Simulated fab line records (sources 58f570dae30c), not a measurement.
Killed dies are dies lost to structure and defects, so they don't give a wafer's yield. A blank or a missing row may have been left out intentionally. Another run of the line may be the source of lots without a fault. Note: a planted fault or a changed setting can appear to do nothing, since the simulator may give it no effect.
Split-lot study :: flow berkeley-cmos170 :: route with 331 steps; 5 lots, 23 wafers read

== THE SPLIT ==
At UCB170_START_OXIDATION_02 (target thk 20 nm, ox time 1800 s), the setting ox-time-s was moved away from the recipe's 1800 s on 15 of the 23 wafers read, by -9.4% to +5.4%. This setting was run at the recipe's value on the other wafers.

The reading is taken at the split's own step.

== THE READING ==
SiO2_of_START_OXIDATION_02.thk-nm (the simulator's own value, which no gauge read), in nm, at UCB170_START_OXIDATION_02 (target thk 20 nm, ox time 1800 s). The file does not state a usual value for it. Here, 8 wafers ran the recipe; their average is 19.74 nm with a standard deviation of 0.37 nm.

wafer: L075.1
tool, chamber at the split: furnace-04, 0
ox-time-s as run, s: 1800
against the recipe: recipe
SiO2_of_START_OXIDATION_02.thk-nm, nm: 20.18
against lot-mates on the recipe: -

wafer: L075.3
tool, chamber at the split: furnace-04, 0
ox-time-s as run, s: 1800
against the recipe: recipe
SiO2_of_START_OXIDATION_02.thk-nm, nm: 20.25
against lot-mates on the recipe: -

wafer: L075.5
tool, chamber at the split: furnace-04, 0
ox-time-s as run, s: 1800
against the recipe: recipe
SiO2_of_START_OXIDATION_02.thk-nm, nm: 20.11
against lot-mates on the recipe: -

wafer: L076.2
tool, chamber at the split: -, -
ox-time-s as run, s: 1665
against the recipe: -7.5%
SiO2_of_START_OXIDATION_02.thk-nm, nm: 18.95
against lot-mates on the recipe: no lot-mate on the recipe

wafer: L076.3
tool, chamber at the split: -, -
ox-time-s as run, s: 1665
against the recipe: -7.5%
SiO2_of_START_OXIDATION_02.thk-nm, nm: 19.16
against lot-mates on the recipe: no lot-mate on the recipe

wafer: L076.4
tool, chamber at the split: -, -
ox-time-s as run, s: 1665
against the recipe: -7.5%
SiO2_of_START_OXIDATION_02.thk-nm, nm: 18.84
against lot-mates on the recipe: no lot-mate on the recipe

wafer: L076.5
tool, chamber at the split: -, -
ox-time-s as run, s: 1665
against the recipe: -7.5%
SiO2_of_START_OXIDATION_02.thk-nm, nm: 18.73
against lot-mates on the recipe: no lot-mate on the recipe

wafer: L076.6
tool, chamber at the split: -, -
ox-time-s as run, s: 1665
against the recipe: -7.5%
SiO2_of_START_OXIDATION_02.thk-nm, nm: 18.98
against lot-mates on the recipe: no lot-mate on the recipe

wafer: L078.1
tool, chamber at the split: -, -
ox-time-s as run, s: 1631
against the recipe: -9.4%
SiO2_of_START_OXIDATION_02.thk-nm, nm: 18.95
against lot-mates on the recipe: no lot-mate on the recipe

wafer: L078.2
tool, chamber at the split: -, -
ox-time-s as run, s: 1631
against the recipe: -9.4%
SiO2_of_START_OXIDATION_02.thk-nm, nm: 18.91
against lot-mates on the recipe: no lot-mate on the recipe

wafer: L078.4
tool, chamber at the split: -, -
ox-time-s as run, s: 1631
against the recipe: -9.4%
SiO2_of_START_OXIDATION_02.thk-nm, nm: 18.61
against lot-mates on the recipe: no lot-mate on the recipe

wafer: L078.5
tool, chamber at the split: -, -
ox-time-s as run, s: 1631
against the recipe: -9.4%
SiO2_of_START_OXIDATION_02.thk-nm, nm: 18.93
against lot-mates on the recipe: no lot-mate on the recipe

wafer: L078.6
tool, chamber at the split: -, -
ox-time-s as run, s: 1631
against the recipe: -9.4%
SiO2_of_START_OXIDATION_02.thk-nm, nm: 18.78
against lot-mates on the recipe: no lot-mate on the recipe

wafer: L080.1
tool, chamber at the split: -, -
ox-time-s as run, s: 1800
against the recipe: recipe
SiO2_of_START_OXIDATION_02.thk-nm, nm: 19.47
against lot-mates on the recipe: -

wafer: L080.2
tool, chamber at the split: -, -
ox-time-s as run, s: 1800
against the recipe: recipe
SiO2_of_START_OXIDATION_02.thk-nm, nm: 19.6
against lot-mates on the recipe: -

wafer: L080.3
tool, chamber at the split: -, -
ox-time-s as run, s: 1800
against the recipe: recipe
SiO2_of_START_OXIDATION_02.thk-nm, nm: 19.15
against lot-mates on the recipe: -

wafer: L080.4
tool, chamber at the split: -, -
ox-time-s as run, s: 1800
against the recipe: recipe
SiO2_of_START_OXIDATION_02.thk-nm, nm: 19.66
against lot-mates on the recipe: -

wafer: L080.5
tool, chamber at the split: -, -
ox-time-s as run, s: 1800
against the recipe: recipe
SiO2_of_START_OXIDATION_02.thk-nm, nm: 19.49
against lot-mates on the recipe: -

wafer: L084.1
tool, chamber at the split: -, -
ox-time-s as run, s: 1898
against the recipe: +5.4%
SiO2_of_START_OXIDATION_02.thk-nm, nm: 20.35
against lot-mates on the recipe: no lot-mate on the recipe

wafer: L084.2
tool, chamber at the split: -, -
ox-time-s as run, s: 1898
against the recipe: +5.4%
SiO2_of_START_OXIDATION_02.thk-nm, nm: 20.64
against lot-mates on the recipe: no lot-mate on the recipe

wafer: L084.3
tool, chamber at the split: -, -
ox-time-s as run, s: 1898
against the recipe: +5.4%
SiO2_of_START_OXIDATION_02.thk-nm, nm: 20.5
against lot-mates on the recipe: no lot-mate on the recipe

wafer: L084.5
tool, chamber at the split: -, -
ox-time-s as run, s: 1898
against the recipe: +5.4%
SiO2_of_START_OXIDATION_02.thk-nm, nm: 20.74
against lot-mates on the recipe: no lot-mate on the recipe

wafer: L084.6
tool, chamber at the split: -, -
ox-time-s as run, s: 1898
against the recipe: +5.4%
SiO2_of_START_OXIDATION_02.thk-nm, nm: 20.29
against lot-mates on the recipe: no lot-mate on the recipe

THE FIT
A straight line over all 23 wafers: SiO2_of_START_OXIDATION_02.thk-nm changes by +0.112 nm for each +1% of ox-time-s; r = +0.93; the points scatter about the line by 0.27 nm.
Too few moved wafers with a lot-mate on the recipe to fit a line net of each lot's own level.

== FILE'S OWN FIT ==
SiO2_of_START_OXIDATION_02.thk-nm changes by +0.112 nm for each +1% of ox-time-s, r = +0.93.
